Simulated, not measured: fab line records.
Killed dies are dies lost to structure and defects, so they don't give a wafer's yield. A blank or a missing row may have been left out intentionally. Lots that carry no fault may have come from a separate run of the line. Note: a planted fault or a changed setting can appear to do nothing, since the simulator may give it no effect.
Split-lot experiment	flow rit cmos	5 lots, 23 wafers read, on a route of 202 steps

ABOUT THE SPLIT
At RIT_PRETRO_SOFTBAKE_02 (time 60 s), the setting temp c was moved away from the recipe's 90 C on 8 of the 23 wafers read, by -1.5% to +4.0%. This setting was run at the recipe's value on the other wafers.

FROM THE SPLIT TO THE READING: what the file shows between them, 2 steps
- RIT_PRETRO_EXPOSE_03: exposes mask M5, target cd 43700 nm
- RIT_PRETRO_PEB_04

THE READING
NOVOLAK_of_PRETRO_COAT_01.thk nm (the simulator's own value, which no gauge read), in nm, at RIT_PRETRO_DEVELOP_05 (develop time 68 s). No usual value for it is given in the file. Average 1304 nm, standard deviation 3 nm, over the 15 wafers here run with the recipe.

wafer	tool, chamber at the split	temp c as run, C	against the recipe	NOVOLAK_of_PRETRO_COAT_01.thk nm, nm	against lot-mates on the recipe
L074.1	litho track-02, 0	90	recipe	1305	-
L074.2	litho track-02, 0	93.2	+3.6%	1286	-14
L074.4	litho track-02, 0	90	recipe	1299	-
L074.5	litho track-02, 0	93.2	+3.6%	1289	-11
L074.6	litho track-02, 0	90	recipe	1296	-
L075.1	litho track-03, 0	93.62	+4.0%	1289	-16
L075.3	litho track-03, 0	93.62	+4.0%	1290	-16
L075.4	litho track-03, 0	93.62	+4.0%	1290	-16
L075.5	litho track-03, 0	90	recipe	1306	-
L075.6	litho track-03, 0	90	recipe	1305	-
L076.2	litho track-02, 0	90	recipe	1302	-
L076.3	litho track-02, 0	90	recipe	1305	-
L076.5	litho track-02, 0	90	recipe	1306	-
L081.1	litho track-02, 0	90	recipe	1305	-
L081.2	litho track-02, 0	90	recipe	1304	-
L081.3	litho track-02, 0	90	recipe	1304	-
L081.5	litho track-02, 0	90	recipe	1303	-
L081.6	litho track-02, 0	90	recipe	1307	-
L084.1	litho track-02, 0	90	recipe	1304	-
L084.2	litho track-02, 0	88.68	-1.5%	1309	+3
L084.3	litho track-02, 0	90	recipe	1308	-
L084.4	litho track-02, 0	88.68	-1.5%	1310	+4
L084.6	litho track-02, 0	88.68	-1.5%	1314	+8

FIT RESULTS
A straight line over all 23 wafers: NOVOLAK_of_PRETRO_COAT_01.thk nm changes by -4.03 nm for each +1% of temp c; r = -0.93; the points scatter about the line by 2.9 nm.
The same after taking each lot's own level away (the mean of its wafers on the recipe; 23 wafers): -3.74 nm for each +1%; r = -0.96; scatter 2.1 nm.
Per that fit: largest temp c move, reading shift of 15 nm.
From 1300.0 to 1306.0 nm: that is the span of the lots' own levels, equal to 2.0 times the standard deviation above.
The two slopes agree, so the slope changes little with the lot-to-lot level.
Check: for one of the wafers moved furthest among these (+4.0%), held out of the fit, the line's prediction against its lot-mates is -14.8 nm. It came out at -16.5 nm against them.

OTHER SPLITS APPLIED TO THESE WAFERS
Other splits were also applied to these wafers ahead of the reading. Each is held against what the fit with the lots' levels taken away leaves over:
other split on the same wafers	wafers away from the commonest value	r with NOVOLAK_of_PRETRO_COAT_01.thk nm (lot level and that fit taken away)
RIT_ACTIVE_OXIDATION_01 ox time s	10	+0.07
RIT_NWELL_IMPLANT_08 dose cm2	5	+0.10
RIT_PWELL_COAT_01 spin rpm	8	+0.39
RIT_NRETRO_SOFTBAKE_02 temp c	10	-0.04
RIT_NRETRO_IMPLANT_08 dose cm2	9	+0.07

THE WHOLE CHAIN: every reading that the file lists as answering this split, in the file's order
step	what it does	reading	change (the file's fit)	r (the file's)
RIT_PRETRO_SOFTBAKE_02	time 60 s	NOVOLAK_of_PRETRO_COAT_01.thk nm (the simulator's own value, which no gauge read)	-3.51 nm for each +1% of the setting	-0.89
RIT_PRETRO_DEVELOP_05	develop time 68 s	NOVOLAK_of_PRETRO_COAT_01.thk nm (the simulator's own value, which no gauge read)	-3.73 nm for each +1% of the setting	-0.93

FILE'S OWN FIT
NOVOLAK_of_PRETRO_COAT_01.thk nm changes by -3.73 nm for each +1% of temp c, r = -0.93.
